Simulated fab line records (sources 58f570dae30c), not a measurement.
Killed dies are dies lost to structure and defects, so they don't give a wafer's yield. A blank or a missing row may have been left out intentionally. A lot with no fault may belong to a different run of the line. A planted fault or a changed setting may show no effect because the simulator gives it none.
Lot-split experiment	flow berkeley_cmos170	23 wafers read from 5 lots, route of 331 steps

## THE SPLIT
At UCB170_SILICIDE_SPUTTER_01 (material Ti, target thk 30 nm, time 25 s), the setting power_w was moved away from the recipe's 1500 W on 6 of the 23 wafers read, by -7.7% to -4.4%. All remaining wafers had this setting at the recipe value.

## SPLIT TO READING: what lies between them in the file, 1 step
- UCB170_SILICIDE_RS_MEAS_02: measures by four-point-probe

## THE READING
SILICIDE_TI_THK, in nm, at UCB170_SILICIDE_THK_MEAS_03 (measures by xrf). A value of 29.9 nm with a standard deviation of 0.38 nm is what fault-free wafers of this fab line usually give.

wafer	tool, chamber at the split	power_w as run, W	against the recipe	SILICIDE_TI_THK, nm	against lot-mates on the recipe
L075.1	pvd_sputter-01, -	1500	recipe	29.4	-
L075.2	pvd_sputter-01, -	1500	recipe	30.5	-
L075.4	pvd_sputter-01, -	1500	recipe	30.7	-
L075.5	pvd_sputter-01, -	1500	recipe	30.1	-
L075.6	pvd_sputter-01, -	1500	recipe	30.4	-
L076.2	pvd_sputter-01, -	1500	recipe	29.6	-
L076.3	pvd_sputter-01, -	1500	recipe	29.9	-
L076.4	pvd_sputter-01, -	1500	recipe	29.4	-
L076.5	pvd_sputter-01, -	1500	recipe	30.1	-
L076.6	pvd_sputter-01, -	1500	recipe	30.4	-
L077.1	pvd_sputter-02, -	1384	-7.7%	27.7	-1.9
L077.2	pvd_sputter-02, -	1500	recipe	29.6	-
L077.3	pvd_sputter-02, -	1500	recipe	29.6	-
L077.4	pvd_sputter-02, -	1384	-7.7%	27.7	-1.9
L077.5	pvd_sputter-02, -	1384	-7.7%	27.2	-2.4
L083.2	pvd_sputter-01, -	1500	recipe	29.9	-
L083.3	pvd_sputter-01, -	1434	-4.4%	29.0	-1.1
L083.4	pvd_sputter-01, -	1434	-4.4%	28.9	-1.2
L083.5	pvd_sputter-01, -	1434	-4.4%	28.1	-2.0
L083.6	pvd_sputter-01, -	1500	recipe	30.3	-
L085.3	pvd_sputter-01, -	1500	recipe	30.5	-
L085.4	pvd_sputter-01, -	1500	recipe	29.8	-
L085.5	pvd_sputter-01, -	1500	recipe	30.0	-

FIT RESULTS
A straight line over all 23 wafers: SILICIDE_TI_THK changes by +0.317 nm for each +1% of power_w; r = +0.92; the points scatter about the line by 0.4 nm.
The same after taking each lot's own level away (the mean of its wafers on the recipe; 23 wafers): +0.279 nm for each +1%; r = +0.91; scatter 0.36 nm.
That fit puts the effect of the largest move of power_w on the reading at 2.2 nm.
Measured against the standard deviation above, the lots' own levels, which go from 29.60 to 30.22 nm, span 1.6 times it.
In other words, the slope is changed by the lot-to-lot level; the two fits disagree.
Check: with one of the wafers moved furthest among these (-7.7%) left out of the fit, the line predicts -2.27 nm for it against its lot-mates. Against them it came out at -1.9 nm.

## FURTHER SPLITS ON THESE WAFERS
Other splits were also applied to these wafers ahead of the reading. Each is held against what the fit with the lots' levels taken away leaves over:
other split on the same wafers	wafers away from the commonest value	r with SILICIDE_TI_THK (lot level and that fit taken away)
UCB170_PLDD_DEVELOP_05 develop_time_s	7	-0.09
UCB170_NLDD_COAT_01 resist_thk_nm	4	+0.00
UCB170_SPACER_CVD_00 time_s	5	+0.39
UCB170_PSD_PEB_04 peb_temp_c	8	-0.07

## THE WHOLE CHAIN: every reading that the file lists as answering this split, in the file's order
step	what it does	reading	change (the file's fit)	r (the file's)
UCB170_SILICIDE_SPUTTER_01	material Ti, target thk 30 nm, time 25 s	Ti_of_SILICIDE_SPUTTER_01.thk_nm (the simulator's own value, which no gauge read)	+0.288 nm for each +1% of the setting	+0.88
UCB170_SILICIDE_RS_MEAS_02	measures by four-point-probe	SILICIDE_TI_RS	-0.326 for each +1% of the setting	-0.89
UCB170_SILICIDE_THK_MEAS_03	measures by xrf	SILICIDE_TI_THK	+0.286 for each +1% of the setting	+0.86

## FILE'S OWN FIT
SILICIDE_TI_THK changes by +0.286 nm for each +1% of power_w, r = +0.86.
